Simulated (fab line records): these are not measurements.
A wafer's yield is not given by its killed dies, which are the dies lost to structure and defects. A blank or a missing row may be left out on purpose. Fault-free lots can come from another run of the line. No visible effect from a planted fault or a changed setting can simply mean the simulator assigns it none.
fab line records | flow rit_cmos
record lots=15 | wafers=45 | last_day=7
route steps=202 shown PSD@151 M1@202
lots that met no fault: taken from a fault-free run of the same line
start_h: start of the lot's first displayed wafer, in hours after the record's first day | wait_h: time in hours since the lot's previous step | " identical to the entry in the row above | L1.1+2: a single row standing in for several wafers | - value missing, or start not given | * or withheld: withheld | < > ~ a bound
route shown NAME@n: a module of which the file shows steps, and the number in the route of the first | usual: average and standard deviation across the fault-free wafers | same: alike in all rows | chamber/n: place in a boat | sites: each site's reading | _std_site: how widely they spread, as a standard deviation | _edge_site: outer sites' mean less inner sites' | radius_mm: how far each site lies from the wafer's centre | mask NAME#n: copy n | behind: tool/chamber where the wafer was last shaped | hold: cause of the lot's hold/its duration in hours/its outcome | device: transistor that didn't switch, given as n, p or np | end of line: at the end of the route, the tests of the same wafers | a step given without rows: its recipe and nothing more | killed: dies that structure and defects cost at the first sort, which is not the same as the wafer's yield | map: shows each die of a wafer: x if killed, . if not, _ if none is there
set.NAME: the run value of the setting; set.NAME@STEP: its run value at that earlier step | model.NAME: the simulator's own value behind a step, which no gauge read
steps of the route over a sample of lots; a table a step, a row a wafer
services: the hour from which a tool's chamber was out of use, counted from the record's first day as start_h (under 0 if before that day), plus the number of hours and why
## steps
# step RIT_PSD_STRIP_09
# recipe chemistry=O2 | time_s=180 | resist=NOVOLAK | platen_temp_c=withheld | power_w=500 | pressure_mtorr=4000 | o2_flow_sccm=4000
# usual drypump_motor_current_A=5.5/0.46
lot.wafer | tool            | chamber | start_h | wait_h | drypump_motor_current_A | rf_hours_counter_h
L224.1    | plasma_asher-01 | 1       | 53.16   | 0.1    | 5.1                     | 44
L224.3    | "               | 0       | "       | "      | 6.1                     | -
L224.6    | "               | 1       | "       | "      | 5.1                     | -
L226.1    | plasma_asher-01 | 0       | 65.12   | 0.1    | 6.1                     | 45
L226.5    | "               | 1       | "       | "      | 5.1                     | -
L226.6    | "               | 0       | "       | "      | 6.1                     | -
L227.1    | plasma_asher-03 | 1       | 67.99   | 0.1    | 5.4                     | 23
L227.3    | "               | 1       | "       | "      | 5.4                     | -
L227.4    | "               | 0       | "       | "      | 5.2                     | -
L228.1    | plasma_asher-01 | 1       | 71.73   | 0.1    | 5.1                     | 46
L228.4    | "               | 1       | "       | "      | 5.1                     | -
L228.5    | "               | 0       | "       | "      | 6.1                     | -
L229.1    | plasma_asher-01 | 0       | 75.89   | 0.1    | 6.1                     | 47
L229.4    | "               | 0       | "       | "      | 6.1                     | -
L229.5    | "               | 0       | "       | "      | 6.2                     | -
L230.1    | plasma_asher-03 | 1       | 80.14   | 0.1    | 5.4                     | 24
L230.5    | "               | 1       | "       | "      | 5.4                     | -
L230.6    | "               | 0       | "       | "      | 5.2                     | -
L235.2    | plasma_asher-03 | 1       | 105.88  | 0.1    | 5.4                     | 27
L235.3    | "               | 1       | "       | "      | 5.4                     | -
L235.5    | "               | 0       | "       | "      | 5.1                     | -
L237.4    | plasma_asher-03 | 1       | 117.56  | 0.1    | 5.4                     | -
L237.5    | "               | 0       | "       | "      | 5.2                     | -
L237.6    | "               | 1       | "       | "      | 5.4                     | -
L239.3    | plasma_asher-03 | 1       | 127.13  | 0.1    | 5.4                     | -
L239.4    | "               | 0       | "       | "      | 5.2                     | -
L239.5    | "               | 1       | "       | "      | 5.4                     | -
L240.1    | plasma_asher-02 | 1       | 132.69  | 0.1    | 5.2                     | 2
L240.4    | "               | 0       | "       | "      | 6.2                     | -
L240.6    | "               | 1       | "       | "      | 5.2                     | -
L241.1    | plasma_asher-02 | 0       | 135.85  | 0.1    | 6.2                     | 2
L241.2    | "               | 1       | "       | "      | 5.2                     | 2
L241.5    | "               | 0       | "       | "      | 6.2                     | -
L242.2    | plasma_asher-01 | 1       | 144.52  | 0.1    | 5.1                     | 54
L242.5    | "               | 1       | "       | "      | 5.1                     | -
L242.6    | "               | 0       | "       | "      | 6.1                     | -
L244.1    | plasma_asher-01 | 1       | 154.00  | 0.1    | 5.1                     | 55
L244.3    | "               | 0       | "       | "      | 6.1                     | -
L244.6    | "               | 0       | "       | "      | 6.2                     | -
L246.4    | plasma_asher-01 | 0       | 165.60  | 0.1    | 6.2                     | -
L246.5    | "               | 1       | "       | "      | 5.1                     | -
L246.6    | "               | 0       | "       | "      | 6.2                     | -
L247.2    | plasma_asher-02 | 0       | 170.04  | 0.1    | 6.2                     | 6
L247.3    | "               | 1       | "       | "      | 5.3                     | -
L247.6    | "               | 0       | "       | "      | 6.2                     | -
# step RIT_M1_PROBE_99
# usual killed_at_contacts=0.1/0.32 | killed_at_front_end=7/3 | killed_dies=7/3.1 | killed_on_rim=1.9/1.5 | killed_open=3.3/1.8 | killed_short=3.6/2
# same gross_dies=264 | killed_at_M0_to_M3=0 | killed_at_M4_up=0 | killed_at_back_side=0 | killed_at_other=0
lot.wafer | tool      | chamber | start_h | wait_h | killed_at_contacts | killed_at_front_end | killed_dies | killed_on_rim | killed_open | killed_short
L235.2    | prober-02 | -       | 114.63  | 0.1    | 0                  | 42                  | 42          | 12            | 3           | 2
L235.3    | prober-02 | -       | 114.68  | 0.2    | 1                  | 40                  | 41          | 12            | 4           | 1
L235.5    | prober-02 | -       | 114.78  | 0.2    | 0                  | 48                  | 48          | 0             | 3           | 3
L237.4    | prober-02 | -       | 125.72  | 0.2    | 0                  | 39                  | 39          | 9             | 3           | 2
L237.5    | prober-02 | -       | 125.77  | 0.2    | 2                  | 49                  | 51          | 4             | 4           | 5
L237.6    | prober-02 | -       | 125.82  | 0.2    | 0                  | 45                  | 45          | 12            | 3           | 9
L239.3    | prober-02 | -       | 135.41  | 0.2    | 0                  | 49                  | 49          | 12            | 7           | 3
L239.4    | prober-02 | -       | 135.46  | 0.2    | 0                  | 49                  | 49          | 2             | 3           | 2
L239.5    | prober-02 | -       | 135.51  | 0.2    | 0                  | 39                  | 39          | 10            | 2           | 1
# killed by level:class
L235.2 PSD:unspecified=37 GATE:geometric_particle:open=2 SPACER:geometric_particle:short=1 SILICIDE:geometric_particle:open=1 SILICIDE:geometric_particle:short=1
L235.3 PSD:unspecified=36 GATE:geometric_particle:open=2 FOX1:geometric_particle:open=1 GATE:geometric_particle:short=1 CONTACT:geometric_particle:open=1
L235.5 PSD:unspecified=42 GATE:geometric_particle:open=2 FOX1:geometric_particle:short=1 FOX1:geometric_particle:open=1 GATE:geometric_particle:short=1 SILICIDE:geometric_particle:short=1
L237.4 PSD:unspecified=34 FOX1:geometric_particle:open=3 FOX1:geometric_particle:short=1 SILICIDE:geometric_particle:short=1
L237.5 PSD:unspecified=42 SILICIDE:geometric_particle:open=2 CONTACT:geometric_particle:short=2 FOX1:geometric_particle:open=1 FOX1:geometric_particle:short=1 FOX2:geometric_particle:open=1 SPACER:geometric_particle:short=1 SILICIDE:geometric_particle:short=1
L237.6 PSD:unspecified=33 SILICIDE:geometric_particle:short=4 GATE:geometric_particle:open=2 FOX1:geometric_particle:open=1 FOX1:geometric_particle:short=1 FOX2:geometric_particle:short=1 GATE:geometric_particle:short=1 REOX:geometric_particle:short=1
L239.3 PSD:unspecified=39 SILICIDE:geometric_particle:open=4 SILICIDE:geometric_particle:short=2 FOX1:geometric_particle:open=1 FOX2:geometric_particle:open=1 GATE:geometric_particle:open=1 SPACER:geometric_particle:short=1
L239.4 PSD:unspecified=44 REOX:geometric_particle:open=2 FOX1:geometric_particle:short=1 GATE:geometric_particle:short=1 SPACER:geometric_particle:open=1
L239.5 PSD:unspecified=36 FOX1:geometric_particle:open=1 GATE:geometric_particle:short=1 SPACER:geometric_particle:open=1
## services
tool            | chamber | start_h | hours | kind
plasma_asher-03 | -       | 107.98  | 6.8   | repair
plasma_asher-02 | -       | 108.75  | 9.0   | pm
plasma_asher-02 | 0       | 108.75  | 9.0   | vent_cycle
plasma_asher-02 | 1       | 108.75  | 9.0   | vent_cycle
plasma_asher-02 | 0       | 117.75  | -     | clean
plasma_asher-02 | 1       | 117.75  | -     | clean
## key
first_sign step=RIT_M1_PROBE_99 | reading=killed_at_front_end | direction=up | sigmas=12 | usual=7 | struck=44
effect step=RIT_M1_PROBE_99 | reading=killed_dies | direction=up | sigmas=12 | usual=7 | struck=45
met_at RIT_PSD_STRIP_09
struck_lots L235,L237,L239
tester_left_out L235,L237,L239
onset_between 80.14 105.88
fault kind=chamber_particle_source | tool=plasma_asher-03 | chamber=- | onset_h=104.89 | steps=RIT_PSD_STRIP_09 | rate_per_visit_cm2=2.2316 | end_h=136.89
# tester_left_out: of these lots the tester's yield and bins aren't shown, on N5 and GAA mostly nor the transistor test; their killed dies are dies lost to structure and defects alone, not to doping, threshold or leakage, so they don't give the yield
